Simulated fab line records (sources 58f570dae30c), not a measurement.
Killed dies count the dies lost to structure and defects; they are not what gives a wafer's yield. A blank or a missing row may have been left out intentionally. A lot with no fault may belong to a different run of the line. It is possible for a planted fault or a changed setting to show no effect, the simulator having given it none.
Split-lot study -- flow berkeley-cmos170 -- 23 wafers read from 5 lots, route of 331 steps

THE SPLIT
At UCB170_V2_CMP_02 (polishes SiO2), the setting leave-above-ref-nm was moved away from the recipe's 1000 nm on 6 of the 23 wafers read, by -6.5% to -3.1%. The other wafers ran this setting at the recipe's value.

No step appears in the file between the split and the reading.

THE READING
At UCB170_V2_THK_MEAS_04: V2_POLISHED_THK, given in nm. A value of 999.6 nm with a standard deviation of 1.3 nm is what fault-free wafers of this fab line usually give.

wafer,"tool, chamber at the split","leave-above-ref-nm as run, nm",against the recipe,"V2_POLISHED_THK, nm",against lot-mates on the recipe
L078.3,"cmp-01, 2",1000,recipe,1000.3,-
L078.4,"cmp-01, 0,1",1000,recipe,999.4,-
L078.5,"cmp-01, 0,1",1000,recipe,999.8,-
L074.1,"cmp-01, 1",1000,recipe,999.2,-
L074.2,"cmp-01, 3",935.5,-6.5%,935.6,-64.0
L074.3,"cmp-01, 2",935.5,-6.5%,934.9,-64.7
L074.5,"cmp-01, 2",935.5,-6.5%,934.6,-65.0
L074.6,"cmp-01, 3",1000,recipe,1000.0,-
L084.1,"cmp-02, 2,0",1000,recipe,999.6,-
L084.3,"cmp-02, 3",1000,recipe,997.0,-
L084.4,"cmp-02, 2,0",1000,recipe,1000.2,-
L084.5,"cmp-02, 3",1000,recipe,997.9,-
L084.6,"cmp-02, 2",1000,recipe,999.8,-
L081.1,"cmp-02, 3",1000,recipe,998.8,-
L081.2,"cmp-02, 1,2,0",1000,recipe,1001.5,-
L081.3,"cmp-02, 0",1000,recipe,1000.2,-
L081.4,"cmp-02, 1,2,0",1000,recipe,1002.1,-
L081.6,"cmp-02, 1,2,0",1000,recipe,1002.2,-
L085.1,"cmp-02, 1",1000,recipe,999.7,-
L085.2,"cmp-02, 0",968.6,-3.1%,970.1,-31.0
L085.3,"cmp-02, 3",968.6,-3.1%,968.2,-32.9
L085.5,"cmp-02, 2",968.6,-3.1%,970.8,-30.3
L085.6,"cmp-02, 1",1000,recipe,1002.5,-
If several chambers appear in one row, that row covers several wafers at once and the file leaves open which wafer was in which chamber.

FIT RESULTS
A straight line over all 23 wafers: V2_POLISHED_THK changes by +10 nm for each +1% of leave-above-ref-nm; r = +1.00; the points scatter about the line by 1.4 nm.
The same after taking each lot's own level away (the mean of its wafers on the recipe; 23 wafers): +10 nm for each +1%; r = +1.00; scatter 1.1 nm.
The reading moves by 65 nm for the largest change in leave-above-ref-nm, on that fit.
From 998.90 to 1001.10 nm: that is the span of the lots' own levels, equal to 1.7 times the standard deviation above.
The two slopes agree, so the slope changes little with the lot-to-lot level.
Check: with one of the wafers moved furthest among these (-6.5%) left out of the fit, the line predicts -64.8 nm for it against its lot-mates. It came out at -64 nm against them.

THESE WAFERS: OTHER SPLITS
Other splits were also applied to these wafers ahead of the reading. Each is held against what the fit with the lots' levels taken away leaves over:
other split on the same wafers,wafers away from the commonest value,r with V2_POLISHED_THK (lot level and that fit taken away)
UCB170_V1_CMP_02 leave-above-ref-nm,7,-0.06
UCB170_V1_ETCH_14 rf-w,10,-0.04

THE WHOLE CHAIN: every reading that the file lists as answering this split, in the file's order
step,what it does,reading,change (the file's fit),r (the file's)
UCB170_V2_CMP_02,polishes SiO2,"SiO2_of_V2_CVD_00.thk-nm (the simulator's own value, which no gauge read)",+10 nm for each +1% of the setting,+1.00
UCB170_V2_THK_MEAS_04,,V2_POLISHED_THK,+10 for each +1% of the setting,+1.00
UCB170_V2_ETCH_14,"etches SiO2 in CHF3/CF4/Ar, stops on Al, target depth 1250 nm, time 291 s","V2.feature-depth-nm (the simulator's own value, which no gauge read)",+10 nm for each +1% of the setting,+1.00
UCB170_V2_ETCH_14,"etches SiO2 in CHF3/CF4/Ar, stops on Al, target depth 1250 nm, time 291 s","etch.depth-nm (the simulator's own value, which no gauge read)",+10 nm for each +1% of the setting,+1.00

FILE'S OWN FIT
V2_POLISHED_THK changes by +10 nm for each +1% of leave-above-ref-nm, r = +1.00.
